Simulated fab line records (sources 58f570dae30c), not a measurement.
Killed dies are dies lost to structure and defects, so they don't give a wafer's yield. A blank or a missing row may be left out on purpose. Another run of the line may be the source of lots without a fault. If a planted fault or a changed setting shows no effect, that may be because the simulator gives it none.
fab line records | flow berkeley-cmos170
[record] lots = 15 wafers = 45 last-day = 11
route steps=331 shown NWELL@18
lots that met no fault: taken from a fault-free run of the same line
start-h: start of the lot's first displayed wafer, in hours after the record's first day | wait-h: hours from the lot's prior step to this one | " repeats the value in the row above | L1.1+2: one row covering several wafers at once | - either no value or no given start | * or withheld: withheld | < > ~ a bound
route shown NAME@n: names a module that has steps shown in the file, with the first one's number in the route | usual: the fault-free wafers' mean and standard deviation | same: alike in all rows | chamber/n: place in a boat | sites: the reading at each site | _std_site: standard deviation of those values | _edge_site: mean of outer sites minus mean of inner sites | radius-mm: how far each site lies from the wafer's centre | mask NAME#n: copy n | behind: the tool/chamber that last shaped the wafer | hold: cause of the lot's hold/its duration in hours/its outcome | device: whichever transistor did not switch (one of n, p or np) | end of line: the same wafers' tests at the end of the route | a step with no rows: only its recipe | killed: dies lost to structure and defects at the first sort, not the wafer's yield | map: per-die view of a wafer (x killed, . not killed, _ where there is no die)
set.NAME: the setting that was run; set.NAME@STEP: the one run at that earlier step | model.NAME: the simulator's own value behind a step, which no gauge read
one table for each step of the route and one row for each wafer, over a sample of lots
services: from which hour (start-h, from the record's first day; less than 0 if before it) a tool's chamber was out of use, for how many hours, and why
[[steps]]
[step UCB170_NWELL_CVD_04]
[recipe] material = Si3N4 target-thk-nm = 224 temp-c = 800 precursor = SiH2Cl2/NH3 time-s = 3360 pressure-mtorr = 200 sih2cl2-flow-sccm = 25 nh3-flow-sccm = 75
// columns lot.wafer tool chamber start-h wait-h
L278.2+4+6 lpcvd-01 0 27.47 0.0
L279.2+3+4 lpcvd-01 1 34.90 0.0
L280.1+2+4 lpcvd-01 1 46.42 0.0
L281.3+4+5 lpcvd-01 0 46.42 0.0
L282.1+2+6 lpcvd-01 1 53.63 1.7
L283.2+5+6 lpcvd-01 0 59.25 0.0
L287.1+2+5 lpcvd-01 0 77.13 1.1
L288.2+3+6 lpcvd-01 1 84.87 0.0
L289.4+5+6 lpcvd-01 0 84.87 0.0
L290.2+3+5 lpcvd-01 0 92.77 0.0
L291.4+5+6 lpcvd-01 0 99.46 0.0
L292.2+5+6 lpcvd-01 0 99.46 0.0
L293.1+3+4 lpcvd-02 0 106.49 0.0
L294.2+3+5 lpcvd-01 0 111.92 0.0
L298.1+2+5 lpcvd-02 0 134.44 0.0
[step UCB170_NWELL_THK_MEAS_05]
[recipe] reads = Si3N4_of_NWELL_CVD_04
[usual] NWELL_NITRIDE_THK = 224.0/2.6
// columns lot.wafer tool chamber start-h wait-h NWELL_NITRIDE_THK[nm]
L278.2 film-metro-01 - 29.41 0.0 226.3
L278.4 " - " " 226.7
L278.6 " - " " 225.8
L279.2 film-metro-04 - 36.85 0.0 226.6
L279.3 " - " " 229.3
L279.4 " - " " 228.8
L280.1 film-metro-03 - 48.35 0.0 226.2
L280.2 " - " " 224.8
L280.4 " - " " 227.4
L281.3 film-metro-04 - 48.37 0.0 227.8
L281.4 " - " " 228.4
L281.5 " - " " 226.3
L282.1 film-metro-04 - 55.56 0.0 225.2
L282.2 " - " " 223.9
L282.6 " - " " 225.0
L283.2 film-metro-04 - 61.19 0.0 224.5
L283.5 " - " " 226.8
L283.6 " - " " 224.7
L287.1 film-metro-01 - 79.07 0.0 219.8
L287.2 " - " " 220.1
L287.5 " - " " 218.5
L288.2 film-metro-03 - 86.81 0.0 225.5
L288.3 " - " " 224.3
L288.6 " - " " 224.1
L289.4 film-metro-03 - 86.89 0.1 223.0
L289.5 " - " " 222.6
L289.6 " - " " 220.3
L290.2 film-metro-03 - 94.72 0.0 218.3
L290.3 " - " " 220.6
L290.5 " - " " 218.4
L292.2 film-metro-01 - 102.37 0.0 294.5
L292.5 " - " " 295.0
L292.6 " - " " 296.8
L291.4 film-metro-04 - 102.39 0.0 296.6
L291.5 " - " " 295.1
L291.6 " - " " 296.7
L293.1 film-metro-03 - 109.39 0.0 225.0
L293.3 " - " " 223.3
L293.4 " - " " 223.3
L294.2 film-metro-03 - 113.86 0.0 299.3
L294.3 " - " " 296.9
L294.5 " - " " 297.1
L298.1 film-metro-01 - 137.34 0.0 223.8
L298.2 " - " " 222.7
L298.5 " - " " 223.6
[step UCB170_NWELL_ETCH_13]
[recipe] chemistry = CH3F/Ar/O2 target = Si3N4 stop-on = SiO2 CH3F_flow_sccm = 20 Ar_flow_sccm = 50 O2_flow_sccm = 7 pressure-mtorr = 50 rf-w = 450 target-depth-a = 2464 over-etch-frac = 0.1 time-s = 154
[usual] drypump-motor-current-A = 5.5/0.51 oes-product-au = 0.945/0.016 throttle-valve-pct = 8.05/0.094
// columns lot.wafer tool chamber start-h wait-h drypump-motor-current-A oes-product-au rf-hours-counter-h throttle-valve-pct
L278.2 rie-diel-02 2 30.46 0.0 5.5 0.981 143 8.03
L278.4 " 0 " " 5.3 0.942 88 8.11
L278.6 " 0 " " 5.3 0.940 - 8.11
L279.2 rie-diel-01 2 37.90 0.0 6.5 0.941 24 7.97
L279.3 " 3 " " 6.0 0.953 114 8.04
L279.4 " 0 " " 5.2 0.954 110 8.06
L280.1 rie-diel-03 0 49.29 0.0 5.4 0.933 43 8.05
L280.2 " 3 " " 5.2 0.972 12 8.29
L280.4 " 1 " " 5.8 0.950 10 7.94
L281.3 rie-diel-02 1 49.53 0.0 6.4 0.950 37 8.13
L281.4 " 3 " " 4.9 0.944 14 7.92
L281.5 " 3 " " 4.9 0.946 - 7.91
L282.1 rie-diel-01 3 57.73 0.0 6.0 0.949 115 8.02
L282.2 " 2 " " 6.5 0.940 25 7.96
L282.6 " 1 " " 5.4 0.954 - 8.04
L283.2 rie-diel-01 1 62.36 0.0 5.4 0.955 30 8.04
L283.5 " 0 " " 5.2 0.945 - 8.04
L283.6 " 1 " " 5.3 0.952 - 8.06
L287.1 rie-diel-03 0 80.07 0.0 5.4 0.915 44 8.06
L287.2 " 1 " " 5.7 0.931 12 7.93
L287.5 " 1 " " 5.7 0.923 - 7.93
L288.2 rie-diel-03 0 88.14 0.0 5.4 0.930 44 8.06
L288.3 " 3 " " 5.2 0.972 14 8.28
L288.6 " 3 " " 5.2 0.971 - 8.30
L289.4 rie-diel-02 1 88.41 0.0 6.4 0.929 39 8.14
L289.5 " 2 " " 5.5 0.965 - 8.03
L289.6 " 1 " " 6.4 0.922 - 8.15
L290.2 rie-diel-01 1 95.77 0.0 5.3 0.937 31 8.02
L290.3 " 2 " " 6.5 0.932 26 7.97
L290.5 " 2 " " 6.5 0.914 - 7.97
L291.4 rie-diel-02 2 103.34 0.1 5.5 1.034 - 8.04
L291.5 " 0 " " 5.3 1.002 - 8.10
L291.6 " 3 " " 4.9 1.005 - 7.92
L292.2 rie-diel-03 0 103.54 0.0 5.4 0.977 45 8.06
L292.5 " 0 " " 5.4 0.984 - 8.08
L292.6 " 3 " " 5.2 1.027 - 8.28
L293.1 rie-diel-01 0 112.16 0.0 5.2 0.940 113 8.05
L293.3 " 3 " " 6.0 0.945 117 8.03
L293.4 " 1 " " 5.3 0.958 32 8.04
L294.2 rie-diel-02 2 115.62 0.0 5.5 1.022 148 8.03
L294.3 " 3 " " 4.9 1.009 17 7.93
L294.5 " 2 " " 5.5 1.028 - 8.03
L298.1 rie-diel-03 0 138.61 0.0 5.4 0.928 47 8.08
L298.2 " 1 " " 5.7 0.937 14 7.92
L298.5 " 0 " " 5.4 0.922 - 8.07
[[services]]
// columns tool chamber start-h hours kind
rie-diel-03 2 8.47 8.2 repair
rie-diel-02 0 18.75 3.9 repair
rie-diel-02 2 31.62 4.7 repair
rie-diel-02 3 35.44 1.7 repair
rie-diel-02 3 56.25 3.9 repair
rie-diel-03 2 71.42 2.0 repair
rie-diel-01 0 83.34 1.3 repair
lpcvd-02 - 89.12 6.1 pm
rie-diel-02 1 96.92 7.6 repair
rie-diel-02 0 103.72 20.2 repair
rie-diel-01 2 119.27 7.8 repair
[[key]]
[first-sign] step = UCB170_NWELL_THK_MEAS_05 reading = NWELL_NITRIDE_THK direction = up sigmas = 28 usual = 224.0 struck = 296.5
[effect] step = UCB170_NWELL_ETCH_13 reading = oes-product-au direction = up sigmas = 4.2 usual = 0.945 struck = 1.010
met-at UCB170_NWELL_CVD_04
struck-lots L291,L292,L294
later-rows-left-out L291.4,L291.5,L291.6,L292.2,L292.5,L292.6,L294.2,L294.3,L294.5
sort-left-out L291.4,L291.5,L291.6,L292.2,L292.5,L292.6,L294.2,L294.3,L294.5
tester-left-out L291,L292,L294
onset-between 92.77 99.46
[fault] kind = process-parameter-drift tool = lpcvd-01 chamber = - onset-h = 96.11 steps = UCB170_NWELL_CVD_04 channel = target-thk-nm offset = 74.689 shape = step end-h = 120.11 acts-in = these-recipes-only stated = 224
// tester-left-out: of these lots the tester's yield and bins aren't shown, on N5 and GAA mostly nor the transistor test; their killed dies are dies lost to structure and defects alone, not to doping, threshold or leakage, so they don't give the yield
// sort-left-out: the simulated sort isn't trusted on such a fault, so these wafers' sort isn't shown, and their yield isn't known
// later-rows-left-out: the simulator's readings of these wafers behind a module that went badly wrong aren't trusted and aren't shown, but for the sort
